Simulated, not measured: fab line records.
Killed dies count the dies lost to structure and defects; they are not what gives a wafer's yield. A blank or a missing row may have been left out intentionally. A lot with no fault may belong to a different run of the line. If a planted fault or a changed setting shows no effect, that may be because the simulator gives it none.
fab line records -- flow rit_cmos
[record] lots = 6, wafers = 18, last_day = 7
route steps=202 shown SDANNEAL@154 PSD@157 NSD@158 PLDD@159 NLDD@160 SILICIDE@161
lots that met no fault: from a run of the same line without faults
start_h: hours from the record's opening day to when the first of the lot's shown wafers began -- wait_h: hours elapsed since this lot's preceding step -- " identical to the entry in the row above -- L1.1+2: a single row standing in for several wafers -- - no value present, or no start provided -- * or withheld: withheld -- < > ~ a bound
route shown NAME@n: names a module that has steps shown in the file, with the first one's number in the route -- usual: average and standard deviation across the fault-free wafers -- same: alike in all rows -- chamber/n: place in a boat -- sites: per-site readings -- _std_site: the values' standard deviation -- _edge_site: inner sites' mean taken away from outer sites' mean -- radius_mm: how far each site lies from the wafer's centre -- mask NAME#n: copy n -- behind: tool/chamber where the wafer was last shaped -- hold: what put the lot on hold/how long, in hours/how the hold closed -- device: names the non-switching transistor (n, p or np) -- end of line: tests run on the same wafers once the route is complete -- where a step has no rows: the recipe by itself -- killed: the dies lost at the first sort to structure and to defects; this is not the yield of the wafer -- map: shows each die of a wafer: x if killed, . if not, _ if none is there
set.NAME: the setting that was run; set.NAME@STEP: the one run at that earlier step -- model.NAME: the simulator's own value behind a step, which no gauge read
a table for each step, a row for each wafer; lots at some steps of the route
services: from which hour (start_h, from the record's first day; less than 0 if before it) a tool's chamber was out of use, for how many hours, and why
[[steps]]
[step RIT_SDANNEAL_CLEAN_01]
[recipe] chemistry = dHF, dilution = 50:1, time_s = 30
[step RIT_SDANNEAL_CLEAN_02]
[recipe] chemistry = SC2, mix = 3:3:50, time_s = 600, temp_c = 75, dry = n2_spin
[step RIT_SDANNEAL_RTA_03]
[recipe] temp_c = 1050, time_s = 5, idle_temp_c = 600, ramp_up_c_per_s = 342, ramp_down_c_per_s = 171, cool_to_c = 600, ambient = N2
[usual] wafer_temp_C_max = 1053.5/1.1
lot.wafer,tool,chamber,start_h,wait_h,wafer_temp_C_max
L121.1,rtp_anneal-02,0,49.70,0.0,1053.2
L121.3,rtp_anneal-02,0,49.70,0.0,1054.0
L121.5,rtp_anneal-02,0,49.70,0.0,1052.2
L131.4,rtp_anneal-02,0,99.46,0.0,1053.6
L131.5,rtp_anneal-02,0,99.46,0.0,1053.8
L131.6,rtp_anneal-02,0,99.46,0.0,1054.6
L137.2,rtp_anneal-02,0,129.79,0.0,1056.4
L137.3,rtp_anneal-02,0,129.79,0.0,1055.4
L137.4,rtp_anneal-02,0,129.79,0.0,1052.7
L138.1,rtp_anneal-01,0,135.26,0.0,1055.1
L138.4,rtp_anneal-01,0,135.26,0.0,1053.3
L138.6,rtp_anneal-01,0,135.26,0.0,1054.0
L141.1,rtp_anneal-02,0,150.14,0.0,1053.4
L141.2,rtp_anneal-02,0,150.14,0.0,1053.4
L141.3,rtp_anneal-02,0,150.14,0.0,1054.2
L144.2,rtp_anneal-01,0,163.68,0.0,1052.6
L144.4,rtp_anneal-01,0,163.68,0.0,1051.7
L144.6,rtp_anneal-01,0,163.68,0.0,1054.6
[step RIT_SDANNEAL_RS_MEAS_04]
[recipe] thk_meas_gauge = four-point-probe
[usual] PSD_RS = 115.9/0.32
lot.wafer,tool,chamber,start_h,wait_h,PSD_RS[ohm/sq]
L121.1,film_metro-02,-,49.76,0.0,115.3
L121.3,film_metro-02,-,49.76,0.0,115.7
L121.5,film_metro-02,-,49.76,0.0,115.5
L131.4,film_metro-02,-,99.55,0.1,116.0
L131.5,film_metro-02,-,99.55,0.1,115.8
L131.6,film_metro-02,-,99.55,0.1,115.9
L137.2,film_metro-03,-,129.86,0.1,115.6
L137.3,film_metro-03,-,129.86,0.1,115.6
L137.4,film_metro-03,-,129.86,0.1,115.7
L138.1,film_metro-03,-,135.32,0.0,116.4
L138.4,film_metro-03,-,135.32,0.0,116.1
L138.6,film_metro-03,-,135.32,0.0,116.2
L141.1,film_metro-03,-,150.20,0.0,116.4
L141.2,film_metro-03,-,150.20,0.0,116.5
L141.3,film_metro-03,-,150.20,0.0,116.0
L144.2,film_metro-02,-,163.75,0.1,116.0
L144.4,film_metro-02,-,163.75,0.1,116.0
L144.6,film_metro-02,-,163.75,0.1,115.8
[step RIT_SDANNEAL_RS_MEAS_05]
[recipe] thk_meas_gauge = four-point-probe
[usual] NSD_RS = 84.53/0.27
lot.wafer,tool,chamber,start_h,wait_h,NSD_RS[ohm/sq]
L121.1,film_metro-02,-,49.88,0.1,84.38
L121.3,film_metro-02,-,49.88,0.1,84.29
L121.5,film_metro-02,-,49.88,0.1,84.39
L131.4,film_metro-02,-,99.67,0.1,84.25
L131.5,film_metro-02,-,99.67,0.1,84.22
L131.6,film_metro-02,-,99.67,0.1,84.31
L137.2,film_metro-03,-,129.98,0.1,85.05
L137.3,film_metro-03,-,129.98,0.1,84.58
L137.4,film_metro-03,-,129.98,0.1,84.71
L138.1,film_metro-03,-,135.44,0.1,84.46
L138.4,film_metro-03,-,135.44,0.1,84.48
L138.6,film_metro-03,-,135.44,0.1,84.43
L141.1,film_metro-03,-,150.32,0.1,84.96
L141.2,film_metro-03,-,150.32,0.1,84.84
L141.3,film_metro-03,-,150.32,0.1,84.98
L144.2,film_metro-02,-,163.87,0.1,84.93
L144.4,film_metro-02,-,163.87,0.1,84.62
L144.6,film_metro-02,-,163.87,0.1,84.80
[step RIT_SDANNEAL_RS_MEAS_06]
[recipe] thk_meas_gauge = four-point-probe
[usual] PLDD_RS = 179.6/0.45
lot.wafer,tool,chamber,start_h,wait_h,PLDD_RS[ohm/sq]
L121.1,film_metro-02,-,50.00,0.1,179.2
L121.3,film_metro-02,-,50.00,0.1,179.4
L121.5,film_metro-02,-,50.00,0.1,179.2
L131.4,film_metro-02,-,99.79,0.1,179.2
L131.5,film_metro-02,-,99.79,0.1,178.9
L131.6,film_metro-02,-,99.79,0.1,179.5
L137.2,film_metro-03,-,130.10,0.1,179.5
L137.3,film_metro-03,-,130.10,0.1,179.3
L137.4,film_metro-03,-,130.10,0.1,178.8
L138.1,film_metro-03,-,135.56,0.1,180.2
L138.4,film_metro-03,-,135.56,0.1,180.5
L138.6,film_metro-03,-,135.56,0.1,179.6
L141.1,film_metro-03,-,150.44,0.1,180.1
L141.2,film_metro-03,-,150.44,0.1,179.7
L141.3,film_metro-03,-,150.44,0.1,180.2
L144.2,film_metro-02,-,163.99,0.1,180.4
L144.4,film_metro-02,-,163.99,0.1,179.9
L144.6,film_metro-02,-,163.99,0.1,179.0
[step RIT_SDANNEAL_RS_MEAS_07]
[recipe] thk_meas_gauge = four-point-probe
[usual] NLDD_RS = 151.7/0.52
lot.wafer,tool,chamber,start_h,wait_h,NLDD_RS[ohm/sq]
L121.1,film_metro-02,-,50.12,0.1,151.8
L121.3,film_metro-02,-,50.12,0.1,151.5
L121.5,film_metro-02,-,50.12,0.1,152.0
L131.4,film_metro-02,-,99.91,0.1,151.9
L131.5,film_metro-02,-,99.91,0.1,151.1
L131.6,film_metro-02,-,99.91,0.1,150.9
L137.2,film_metro-03,-,130.22,0.1,152.2
L137.3,film_metro-03,-,130.22,0.1,152.0
L137.4,film_metro-03,-,130.22,0.1,152.0
L138.1,film_metro-03,-,135.68,0.1,151.9
L138.4,film_metro-03,-,135.68,0.1,151.9
L138.6,film_metro-03,-,135.68,0.1,151.5
L141.1,film_metro-03,-,150.56,0.1,152.1
L141.2,film_metro-03,-,150.56,0.1,152.3
L141.3,film_metro-03,-,150.56,0.1,152.3
L144.2,film_metro-02,-,164.11,0.1,152.4
L144.4,film_metro-02,-,164.11,0.1,151.6
L144.6,film_metro-02,-,164.11,0.1,152.2
[step RIT_SILICIDE_WET_ETCH_00]
[recipe] chemistry = BOE, target = SiO2, target_depth_nm = 14, time_s = 15, dry = n2_spin, dilution = 10:1, temp_c = 21.5
[step RIT_SILICIDE_SPUTTER_01]
[recipe] material = Ti, target_thk_nm = 30, power_w = 350, chamber_pressure_pa = 0.667, gas = Ar, time_s = 233.6, substrate_temp_c = 25
[usual] throttle_valve_pct = 30.5/0.62
lot.wafer,tool,chamber,start_h,wait_h,throttle_valve_pct
L121.1,pvd_sputter-03,-,50.25,0.0,30.1
L121.3,pvd_sputter-03,-,50.25,0.0,30.4
L121.5,pvd_sputter-03,-,50.25,0.0,30.1
L131.4,pvd_sputter-03,-,99.99,0.0,30.0
L131.5,pvd_sputter-03,-,99.99,0.0,30.0
L131.6,pvd_sputter-03,-,99.99,0.0,30.5
L137.2,pvd_sputter-04,-,130.33,0.0,30.1
L137.3,pvd_sputter-04,-,130.33,0.0,28.9
L137.4,pvd_sputter-04,-,130.33,0.0,28.7
L138.1,pvd_sputter-02,-,135.81,0.0,30.8
L138.4,pvd_sputter-02,-,135.81,0.0,31.6
L138.6,pvd_sputter-02,-,135.81,0.0,31.6
L141.1,pvd_sputter-03,-,150.69,0.0,30.1
L141.2,pvd_sputter-03,-,150.69,0.0,30.0
L141.3,pvd_sputter-03,-,150.69,0.0,31.0
L144.2,pvd_sputter-02,-,164.22,0.0,30.3
L144.4,pvd_sputter-02,-,164.22,0.0,30.2
L144.6,pvd_sputter-02,-,164.22,0.0,30.6
[step RIT_SILICIDE_RS_MEAS_02]
[recipe] thk_meas_gauge = four-point-probe, reads = Ti_of_SILICIDE_SPUTTER_01
[usual] SILICIDE_TI_RS = 49.7/0.65
lot.wafer,tool,chamber,start_h,wait_h,SILICIDE_TI_RS[ohm/sq]
L121.1,film_metro-01,-,50.40,0.1,50.1
L121.3,film_metro-01,-,50.40,0.1,50.2
L121.5,film_metro-01,-,50.40,0.1,50.1
L131.4,film_metro-01,-,100.20,0.1,50.6
L131.5,film_metro-01,-,100.20,0.1,50.5
L131.6,film_metro-01,-,100.20,0.1,49.9
L137.2,film_metro-01,-,130.50,0.1,49.8
L137.3,film_metro-01,-,130.50,0.1,50.1
L137.4,film_metro-01,-,130.50,0.1,49.7
L138.1,film_metro-04,-,135.96,0.1,51.0
L138.4,film_metro-04,-,135.96,0.1,50.7
L138.6,film_metro-04,-,135.96,0.1,51.0
L141.1,film_metro-04,-,150.84,0.1,49.5
L141.2,film_metro-04,-,150.84,0.1,49.3
L141.3,film_metro-04,-,150.84,0.1,48.8
L144.2,film_metro-01,-,164.39,0.1,49.1
L144.4,film_metro-01,-,164.39,0.1,48.7
L144.6,film_metro-01,-,164.39,0.1,49.4
[step RIT_SILICIDE_THK_MEAS_03]
[recipe] thk_meas_gauge = xrf, reads = Ti_of_SILICIDE_SPUTTER_01
[usual] SILICIDE_TI_THK = 29.07/0.29
lot.wafer,tool,chamber,start_h,wait_h,SILICIDE_TI_THK[nm]
L121.1,film_metro-01,-,50.52,0.1,28.82
L121.3,film_metro-01,-,50.52,0.1,28.80
L121.5,film_metro-01,-,50.52,0.1,28.67
L131.4,film_metro-01,-,100.29,0.1,28.75
L131.5,film_metro-01,-,100.29,0.1,28.84
L131.6,film_metro-01,-,100.29,0.1,29.00
L137.2,film_metro-01,-,130.61,0.1,28.76
L137.3,film_metro-01,-,130.61,0.1,28.80
L137.4,film_metro-01,-,130.61,0.1,29.20
L138.1,film_metro-04,-,136.08,0.1,28.68
L138.4,film_metro-04,-,136.08,0.1,28.92
L138.6,film_metro-04,-,136.08,0.1,28.64
L141.1,film_metro-04,-,150.96,0.1,29.07
L141.2,film_metro-04,-,150.96,0.1,29.19
L141.3,film_metro-04,-,150.96,0.1,29.48
L144.2,film_metro-01,-,164.50,0.1,29.51
L144.4,film_metro-01,-,164.50,0.1,29.56
L144.6,film_metro-01,-,164.50,0.1,29.24
[step RIT_SILICIDE_RTA_04]
[recipe] temp_c = 650, time_s = 10, idle_temp_c = 25, ramp_up_s = 5, ramp_down_s = 5, cool_to_c = 25, ambient = N2
[usual] wafer_temp_C_max = 652.5/1.1
lot.wafer,tool,chamber,start_h,wait_h,wafer_temp_C_max
L121.1,rtp_anneal-01,0,50.58,0.1,651.5
L121.3,rtp_anneal-01,0,50.58,0.1,651.3
L121.5,rtp_anneal-01,0,50.58,0.1,651.6
L131.4,rtp_anneal-01,0,100.35,0.1,652.1
L131.5,rtp_anneal-01,0,100.35,0.1,652.4
L131.6,rtp_anneal-01,0,100.35,0.1,652.1
L137.2,rtp_anneal-01,0,130.67,0.1,651.1
L137.3,rtp_anneal-01,0,130.67,0.1,651.1
L137.4,rtp_anneal-01,0,130.67,0.1,651.7
L138.1,rtp_anneal-02,0,136.14,0.1,653.1
L138.4,rtp_anneal-02,0,136.14,0.1,653.3
L138.6,rtp_anneal-02,0,136.14,0.1,653.9
L141.1,rtp_anneal-01,0,151.02,0.1,651.9
L141.2,rtp_anneal-01,0,151.02,0.1,651.3
L141.3,rtp_anneal-01,0,151.02,0.1,652.3
L144.2,rtp_anneal-02,0,164.56,0.1,653.0
L144.4,rtp_anneal-02,0,164.56,0.1,654.4
L144.6,rtp_anneal-02,0,164.56,0.1,652.4
[step RIT_SILICIDE_WET_ETCH_05]
[recipe] chemistry = SPM, target = Ti, temp_c = 90, time_s = 120, dry = n2_spin
[usual] bath_guard_temp_C = 90.1/0.5, bath_heat_duty_pct = 13.5/1.2
lot.wafer,tool,chamber,start_h,wait_h,bath_guard_temp_C,bath_heat_duty_pct
L121.1,wet_bench-01,2,50.71,0.1,89.9,12.2
L121.3,wet_bench-01,2,50.71,0.1,89.9,13.4
L121.5,wet_bench-01,2,50.71,0.1,90.3,12.0
L131.4,wet_bench-01,1,100.38,0.0,90.3,15.9
L131.5,wet_bench-01,1,100.38,0.0,90.6,15.2
L131.6,wet_bench-01,1,100.38,0.0,90.5,15.4
L137.2,wet_bench-01,1,130.73,0.0,-,-
L137.3,wet_bench-01,1,130.73,0.0,-,-
L137.4,wet_bench-01,1,130.73,0.0,-,-
L138.1,wet_bench-01,0,136.21,0.1,-,-
L138.4,wet_bench-01,0,136.21,0.1,-,-
L138.6,wet_bench-01,0,136.21,0.1,-,-
L141.1,wet_bench-02,1,151.08,0.1,90.4,11.2
L141.2,wet_bench-02,1,151.08,0.1,90.5,10.7
L141.3,wet_bench-02,1,151.08,0.1,90.5,11.1
L144.2,wet_bench-02,3,164.62,0.0,89.3,14.4
L144.4,wet_bench-02,3,164.62,0.0,89.0,13.5
L144.6,wet_bench-02,3,164.62,0.0,89.5,14.1
[step RIT_SILICIDE_RTA_06]
[recipe] temp_c = 750, time_s = 9.691, idle_temp_c = 25, ramp_up_s = 5, ramp_down_s = 10, cool_to_c = 25, ambient = N2
[usual] wafer_temp_C_max = 753.1/1.2
lot.wafer,tool,chamber,start_h,wait_h,wafer_temp_C_max
L121.1,rtp_anneal-02,0,50.75,0.0,754.6
L121.3,rtp_anneal-02,0,50.75,0.0,754.9
L121.5,rtp_anneal-02,0,50.75,0.0,754.2
L131.4,rtp_anneal-02,0,100.46,0.0,753.7
L131.5,rtp_anneal-02,0,100.46,0.0,753.6
L131.6,rtp_anneal-02,0,100.46,0.0,754.4
L137.2,rtp_anneal-02,0,130.79,0.0,753.7
L137.3,rtp_anneal-02,0,130.79,0.0,752.6
L137.4,rtp_anneal-02,0,130.79,0.0,753.3
L138.1,rtp_anneal-01,0,136.25,0.0,752.4
L138.4,rtp_anneal-01,0,136.25,0.0,751.8
L138.6,rtp_anneal-01,0,136.25,0.0,751.5
L141.1,rtp_anneal-02,0,151.13,0.0,754.5
L141.2,rtp_anneal-02,0,151.13,0.0,752.3
L141.3,rtp_anneal-02,0,151.13,0.0,753.7
L144.2,rtp_anneal-01,0,164.68,0.0,752.0
L144.4,rtp_anneal-01,0,164.68,0.0,752.3
L144.6,rtp_anneal-01,0,164.68,0.0,751.5
[[services]]
tool,chamber,start_h,hours,kind
pvd_sputter-02,-,94.22,0.6,repair
wet_bench-02,-,107.87,1.8,repair
pvd_sputter-04,-,139.98,4.9,repair
pvd_sputter-03,-,161.65,2.2,repair
[[key]]
[first_sign] step = RIT_SILICIDE_WET_ETCH_05, reading = tool_record, direction = missing
effect none on later readings
met_at RIT_SILICIDE_WET_ETCH_05
struck_wafers L137.2,L137.3,L137.4,L138.1,L138.4,L138.6
later_rows_left_out L137.2,L137.3,L137.4,L138.1,L138.4,L138.6
sort_left_out L137.2,L137.3,L137.4,L138.1,L138.4,L138.6
tester_left_out L137,L138
onset_between 100.38 130.73
[fault] kind = skipped_step_whole, tool = wet_bench-01, chamber = -, onset_h = 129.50, steps = RIT_SILICIDE_WET_ETCH_05, scope = struck_lots_only
// tester_left_out: of these lots the tester's yield and bins aren't shown, on N5 and GAA mostly nor the transistor test; their killed dies are dies lost to structure and defects alone, not to doping, threshold or leakage, so they don't give the yield
// sort_left_out: the simulated sort isn't trusted on such a fault, so these wafers' sort isn't shown, and their yield isn't known
// later_rows_left_out: the simulator's readings of these wafers behind a module that went badly wrong aren't trusted and aren't shown, but for the sort
